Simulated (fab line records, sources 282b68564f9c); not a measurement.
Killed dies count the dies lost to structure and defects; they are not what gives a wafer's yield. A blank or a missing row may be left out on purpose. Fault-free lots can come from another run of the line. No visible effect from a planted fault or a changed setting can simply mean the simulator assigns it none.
Which of the tools did it? || flow rit-cmos || 14 lots with 42 wafers sampled at 3 steps, on a route of 202 steps

WHAT THE GAUGES READ, wafer by wafer
RIT_PRETRO_TW_MEAS_10.
{"lot": "L302", "measured": "day 2 11:58", "on": "film-metro-01", "PRETRO_TW": "473.1 470.5 471.4"}
{"lot": "L303", "measured": "day 2 19:09", "on": "film-metro-04", "PRETRO_TW": "473.8 472.6 471.9"}
{"lot": "L304", "measured": "day 3 00:23", "on": "film-metro-04", "PRETRO_TW": "473.2 471.2 471.3"}
{"lot": "L309", "measured": "day 4 00:23", "on": "film-metro-03", "PRETRO_TW": "420.1 419.5 420.9"}
{"lot": "L310", "measured": "day 4 05:22", "on": "film-metro-03", "PRETRO_TW": "419.0 417.4 423.0"}
{"lot": "L313", "measured": "day 4 23:13", "on": "film-metro-04", "PRETRO_TW": "469.8 468.1 467.0"}
{"lot": "L314", "measured": "day 5 03:26", "on": "film-metro-04", "PRETRO_TW": "476.0 474.1 474.2"}
{"lot": "L315", "measured": "day 5 08:03", "on": "film-metro-03", "PRETRO_TW": "473.1 476.1 470.6"}
{"lot": "L318", "measured": "day 5 20:11", "on": "film-metro-01", "PRETRO_TW": "474.4 472.0 474.1"}
{"lot": "L319", "measured": "day 6 01:50", "on": "film-metro-03", "PRETRO_TW": "476.8 475.5 470.8"}
{"lot": "L321", "measured": "day 6 11:05", "on": "film-metro-01", "PRETRO_TW": "475.1 477.2 477.7"}
{"lot": "L322", "measured": "day 6 18:38", "on": "film-metro-01", "PRETRO_TW": "478.5 473.7 476.2"}
{"lot": "L323", "measured": "day 6 21:10", "on": "film-metro-03", "PRETRO_TW": "473.5 474.5 473.2"}
{"lot": "L324", "measured": "day 7 03:28", "on": "film-metro-03", "PRETRO_TW": "474.4 469.1 472.7"}

RIT_SDANNEAL_RS_MEAS_07: measurement is done with a four-point probe.
{"lot": "L302", "measured": "day 3 07:53", "on": "film-metro-04", "NLDD_RS (ohm/sq)": "152.5 152.3 152.3"}
{"lot": "L303", "measured": "day 3 13:14", "on": "film-metro-04", "NLDD_RS (ohm/sq)": "152.3 152.1 152.4"}
{"lot": "L304", "measured": "day 3 18:01", "on": "film-metro-02", "NLDD_RS (ohm/sq)": "151.2 151.3 152.1"}
{"lot": "L309", "measured": "day 4 18:19", "on": "film-metro-02", "NLDD_RS (ohm/sq)": "152.5 152.3 152.3"}
{"lot": "L310", "measured": "day 5 03:58", "on": "film-metro-01", "NLDD_RS (ohm/sq)": "151.3 151.8 151.2"}
{"lot": "L313", "measured": "day 5 17:29", "on": "film-metro-02", "NLDD_RS (ohm/sq)": "152.1 152.2 152.3"}
{"lot": "L314", "measured": "day 6 02:40", "on": "film-metro-01", "NLDD_RS (ohm/sq)": "151.7 151.6 151.9"}
{"lot": "L315", "measured": "day 6 02:02", "on": "film-metro-01", "NLDD_RS (ohm/sq)": "151.2 151.2 151.1"}
{"lot": "L318", "measured": "day 6 14:46", "on": "film-metro-04", "NLDD_RS (ohm/sq)": "152.1 151.6 151.7"}
{"lot": "L319", "measured": "day 6 19:54", "on": "film-metro-01", "NLDD_RS (ohm/sq)": "151.3 151.2 150.8"}
{"lot": "L321", "measured": "day 7 05:15", "on": "film-metro-02", "NLDD_RS (ohm/sq)": "152.8 152.4 152.4"}
{"lot": "L322", "measured": "day 7 12:25", "on": "film-metro-02", "NLDD_RS (ohm/sq)": "151.5 151.1 151.3"}
{"lot": "L323", "measured": "day 7 15:35", "on": "film-metro-04", "NLDD_RS (ohm/sq)": "151.2 151.9 151.8"}
{"lot": "L324", "measured": "day 7 21:24", "on": "film-metro-04", "NLDD_RS (ohm/sq)": "151.6 151.6 151.3"}

WHICH TOOL RAN EACH LOT (tool, then ch and the chambers of the sampled wafers, then the start)
{"lot": "L302", "RIT_PRETRO_IMPLANT_08": "implanter-01 ch 0, day 2 11:38"}
{"lot": "L303", "RIT_PRETRO_IMPLANT_08": "implanter-02 ch 0, day 2 18:49"}
{"lot": "L304", "RIT_PRETRO_IMPLANT_08": "implanter-02 ch 0, day 3 00:03"}
{"lot": "L309", "RIT_PRETRO_IMPLANT_08": "implanter-02 ch 0, day 4 00:05"}
{"lot": "L310", "RIT_PRETRO_IMPLANT_08": "implanter-02 ch 0, day 4 05:02"}
{"lot": "L313", "RIT_PRETRO_IMPLANT_08": "implanter-01 ch 0, day 4 22:54"}
{"lot": "L314", "RIT_PRETRO_IMPLANT_08": "implanter-01 ch 0, day 5 03:07"}
{"lot": "L315", "RIT_PRETRO_IMPLANT_08": "implanter-04 ch 0, day 5 07:46"}
{"lot": "L318", "RIT_PRETRO_IMPLANT_08": "implanter-04 ch 0, day 5 19:52"}
{"lot": "L319", "RIT_PRETRO_IMPLANT_08": "implanter-01 ch 0, day 6 01:32"}
{"lot": "L321", "RIT_PRETRO_IMPLANT_08": "implanter-04 ch 0, day 6 10:47"}
{"lot": "L322", "RIT_PRETRO_IMPLANT_08": "implanter-04 ch 0, day 6 18:19"}
{"lot": "L323", "RIT_PRETRO_IMPLANT_08": "implanter-01 ch 0, day 6 20:51"}
{"lot": "L324", "RIT_PRETRO_IMPLANT_08": "implanter-01 ch 0, day 7 03:11"}
- RIT_PRETRO_IMPLANT_08

AS READ BY THE TOOLS THEMSELVES (means over the sampled wafers that have a number; for cases with no such wafer, the mark the record gives instead)
RIT_PRETRO_IMPLANT_08.
{"lot": "L302", "tool": "implanter-01", "beam-on-s (s)": 9.94, "dose-ions-cm2": 1.1992e+13, "faraday-current-uA": 38.2}
{"lot": "L303", "tool": "implanter-02", "beam-on-s (s)": 9.86, "dose-ions-cm2": 1.1992e+13, "faraday-current-uA": 38.7}
{"lot": "L304", "tool": "implanter-02", "beam-on-s (s)": 9.91, "dose-ions-cm2": 1.1998e+13, "faraday-current-uA": 38.4}
{"lot": "L309", "tool": "implanter-02", "beam-on-s (s)": 10.00, "dose-ions-cm2": 8.0460e+12, "faraday-current-uA": 25.5}
{"lot": "L310", "tool": "implanter-02", "beam-on-s (s)": 10.08, "dose-ions-cm2": 8.0343e+12, "faraday-current-uA": 25.3}
{"lot": "L313", "tool": "implanter-01", "beam-on-s (s)": 9.76, "dose-ions-cm2": 1.2001e+13, "faraday-current-uA": 39.0}
{"lot": "L314", "tool": "implanter-01", "beam-on-s (s)": 10.03, "dose-ions-cm2": 1.1992e+13, "faraday-current-uA": 37.9}
{"lot": "L315", "tool": "implanter-04", "beam-on-s (s)": 10.13, "dose-ions-cm2": 1.1979e+13, "faraday-current-uA": 37.6}
{"lot": "L318", "tool": "implanter-04", "beam-on-s (s)": 9.93, "dose-ions-cm2": 1.1998e+13, "faraday-current-uA": 38.4}
{"lot": "L319", "tool": "implanter-01", "beam-on-s (s)": 9.93, "dose-ions-cm2": 1.1977e+13, "faraday-current-uA": 38.3}
{"lot": "L321", "tool": "implanter-04", "beam-on-s (s)": 9.91, "dose-ions-cm2": 1.2022e+13, "faraday-current-uA": 38.3}
{"lot": "L322", "tool": "implanter-04", "beam-on-s (s)": 9.92, "dose-ions-cm2": 1.2005e+13, "faraday-current-uA": 38.3}
{"lot": "L323", "tool": "implanter-01", "beam-on-s (s)": 9.94, "dose-ions-cm2": 1.1996e+13, "faraday-current-uA": 38.2}
{"lot": "L324", "tool": "implanter-01", "beam-on-s (s)": 10.06, "dose-ions-cm2": 1.2016e+13, "faraday-current-uA": 37.7}

THE ANSWER, worked out from the rows above alone
Rule: the lots themselves supply what counts as usual. Put in order of their means at a reading, lots are off if they are a third of the lots or fewer, leave a main group of 4 or more, and stand apart from it by a gap of 3 or more times the standard deviation of the main group's means; of several such gaps the widest counts. A main group whose means are all the same, to the digits that the tables above print for the reading, isn't used. A lot without any number at a reading at which 4 lots or more have one is off too. The other lots that the step has rows for count as sound. The gauges are gone through in route order, then the tools' own readings, and for those a lot's mean is taken as printed above. The first step at which some lot is off is used, and at that step the reading that is off furthest; a lot without a number counts as furthest.
Off: at RIT_PRETRO_TW_MEAS_10 (PRETRO_TW), L309, L310. Mean 473.3 and standard deviation 2.1 in the main group.
If a tool, at a process step before that reading, ran all the lots that are off and no sound lot after the first of them, it fits. The gauges at RIT_PRETRO_TW_MEAS_10 aren't tried: what is off there is off at RIT_PRETRO_IMPLANT_08 too, on other tools, and a gauge's error can't cause that. One fits: RIT_PRETRO_IMPLANT_08 on implanter-02. A fault onset in the window from L304 (day 3 00:03, its last sound lot) to L309 (day 4 00:05, its first lot off) fits.
The tool's own readings at RIT_PRETRO_IMPLANT_08 bear it out: on the lots that are off they differ by more than 5 times the standard deviation of the sound lots' means. dose-ions-cm2 reads 8.0402e+12 there against 1.1997e+13 on the sound lots; faraday-current-uA reads 25.4 there against 38.2 on the sound lots.

WHAT THE SIMULATOR HAD INSERTED
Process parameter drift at RIT_PRETRO_IMPLANT_08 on implanter-02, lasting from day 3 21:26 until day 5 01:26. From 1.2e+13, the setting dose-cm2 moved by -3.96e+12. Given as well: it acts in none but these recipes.
Shown lots that were struck: L309, L310. The same result came from the rule above.
